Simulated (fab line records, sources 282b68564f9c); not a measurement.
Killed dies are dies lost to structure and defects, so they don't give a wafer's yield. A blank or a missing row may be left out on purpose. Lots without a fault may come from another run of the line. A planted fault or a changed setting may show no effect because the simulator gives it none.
A struck lot beside a sound one | flow rit_cmos | 43 steps out of a route of 202
Sound: wafers L204.2, L204.5, L204.6. Struck: wafers L213.3, L213.4, L213.6. The cause comes at the end.
At each step with rows: each side's tool, then ch and its chambers, then its first start. Under that, the readings that differ: sound wafers | struck wafers | difference of the means | sigmas: that difference in standard deviations of wafers without a fault.
alike: readings whose means differ by less than 2 such deviations, and words and numbers that are the same on both sides. not compared: withheld readings, readings that some wafer has no value for, bounds like >300 that may hide the same value, and numbers for which the record gives no deviation and whose values overlap.
The two part at a step that has a row with sigmas, a row that says differs or no value, or rows on one side only. Numbers that don't overlap but have no deviation are shown without sigmas and don't part them. A reading that every wafer of one side lacks parts them only if that side has two wafers or more.

first, 1 step without rows for these wafers: RIT_PRETRO_DEVELOP_05 (develop time 68 s).
RIT_PRETRO_OVL_MEAS_06:
  sound on overlay-02, day 3 14:28; struck on overlay-01, day 5 10:37
  alike: PRETRO_OVL
then, 2 steps without rows for these wafers: RIT_PRETRO_HARDBAKE_07 (time 120 s); RIT_PRETRO_IMPLANT_08.
RIT_PRETRO_STRIP_09: strips in O2, time 180 s.
  sound on plasma_asher-04 ch 0,1, day 3 14:54; struck on plasma_asher-04 ch 0,1, day 5 11:07
  alike: drypump_motor_current_A, o2_flow_sccm
  not compared: rf_hours_counter_h
RIT_PRETRO_TW_MEAS_10:
  sound on film_metro-03, day 3 15:05; struck on film_metro-03, day 5 11:14
  alike: PRETRO_TW
then, 5 steps without rows for these wafers: RIT_GATE_WET_ETCH_00 (etches SiO2 in BOE, target depth 56 nm, time 60 s); RIT_GATE_CLEAN_01 (cleans in SC1, time 600 s); RIT_GATE_CLEAN_02 (cleans in dHF, time 30 s); RIT_GATE_CLEAN_03 (cleans in SC2, time 600 s); RIT_GATE_CLEAN_04 (cleans in dHF, time 60 s).
RIT_FOX2_THK_MEAS_91:
  sound on film_metro-04, day 3 15:38; struck on film_metro-04, day 5 11:44
  alike: FIELD_OXIDE_LEFT_2_THK
RIT_GATE_OXIDATION_05: target thk 3 nm, ox time 270 s.
  sound on furnace-03 ch 0, day 3 16:58; struck on furnace-04 ch 0, day 5 13:27
  alike: zone_power_centre_pct, zone_power_load_pct
then, 1 step without rows for these wafers: RIT_GATE_ANNEAL_06 (time 600 s).
RIT_GATE_THK_MEAS_07:
  sound on film_metro-04, day 3 19:37; struck on film_metro-01, day 5 15:57
  alike: GATE_OXIDE_THK
then, 1 step without rows for these wafers: RIT_GATE_CVD_08 (deposits poly-Si from SiH4, target thk 250 nm, time 2220 s).
RIT_GATE_THK_MEAS_09:
  sound on film_metro-04, day 3 21:17; struck on film_metro-02, day 5 17:37
  alike: GATE_POLY_THK
then, 6 steps without rows for these wafers: RIT_GATE_HMDS_10 (prime time 60 s); RIT_GATE_COAT_11 (resist thk 850 nm); RIT_GATE_SOFTBAKE_12 (time 60 s); RIT_GATE_EXPOSE_13 (exposes mask M6, target cd 150 nm); RIT_GATE_PEB_14; RIT_GATE_DEVELOP_15 (develop time 50 s).
RIT_GATE_CD_MEAS_16: target cd 150 nm.
  sound on cd_sem-01, day 3 22:20; struck on cd_sem-01, day 5 18:47
  alike: cd_nm
RIT_GATE_OVL_MEAS_17:
  sound on overlay-01, day 3 22:26; struck on overlay-01, day 5 18:52
  alike: GATE_OVL
then, 1 step without rows for these wafers: RIT_GATE_HARDBAKE_18 (time 60 s).
RIT_GATE_ETCH_19: etches poly-Si in SF6/CHF3/O2, stops on SiO2, time 165 s, target depth 312.5 nm.
  sound on rie_si-01 ch 0,2,3, day 3 22:37; struck on rie_si-02 ch 1,2, day 5 19:03
  alike: O2_flow_sccm, drypump_motor_current_A, oes_product_au, rf_fwd_power_W, throttle_valve_pct
  not compared: rf_hours_counter_h
RIT_GATE_STRIP_20: strips in O2, time 180 s.
  sound on plasma_asher-03 ch 0,1, day 3 22:44; struck on plasma_asher-03 ch 0,1, day 5 19:13
  alike: drypump_motor_current_A, o2_flow_sccm
  not compared: rf_hours_counter_h
RIT_GATE_CD_MEAS_90: target cd 150 nm.
  sound on cd_sem-01, day 3 22:56; struck on cd_sem-02, day 5 19:22
  alike: cd_nm
then, 4 steps without rows for these wafers: RIT_REOX_CLEAN_00 (cleans in SC1, time 600 s); RIT_REOX_CLEAN_01 (cleans in dHF, time 30 s); RIT_REOX_CLEAN_02 (cleans in SC2, time 600 s); RIT_REOX_OXIDATION_03 (target thk 25.2 nm, ox time 5580 s).
RIT_REOX_THK_MEAS_04:
  sound on film_metro-04, day 4 03:23; struck on film_metro-04, day 5 22:23
  reading             | sound          | struck         | difference | sigmas
  REOX_OXIDE_THK (nm) | 24.4 24.8 24.7 | 25.5 25.7 25.7 | +1.0       | +2
then, 6 steps without rows for these wafers: RIT_NLDD_HMDS_00 (prime time 60 s); RIT_NLDD_COAT_01 (resist thk 1000 nm); RIT_NLDD_SOFTBAKE_02 (time 60 s); RIT_NLDD_EXPOSE_03 (exposes mask M7, target cd 40700 nm); RIT_NLDD_PEB_04; RIT_NLDD_DEVELOP_05 (develop time 50 s).
RIT_NLDD_OVL_MEAS_06:
  sound on overlay-02, day 4 04:18; struck on overlay-02, day 5 23:17
  alike: NLDD_OVL
then, 1 step without rows for these wafers: RIT_NLDD_HARDBAKE_07 (time 60 s).
RIT_M1_PROBE_99:
  sound on prober-02, day 4 19:47; struck on prober-01, day 6 15:01
  reading             | sound | struck   | difference | sigmas
  killed_at_front_end | 5 8 6 | 75 65 79 | +67        | +22
  killed_dies         | 5 9 6 | 76 65 79 | +67        | +22
  killed_on_rim       | 1 3 1 | 19 17 22 | +18        | +13
  alike: killed_at_contacts, killed_open, killed_short

WHERE THEY PART
First at RIT_REOX_THK_MEAS_04; last, within this record, at RIT_M1_PROBE_99.

WHY: what the simulator had put in
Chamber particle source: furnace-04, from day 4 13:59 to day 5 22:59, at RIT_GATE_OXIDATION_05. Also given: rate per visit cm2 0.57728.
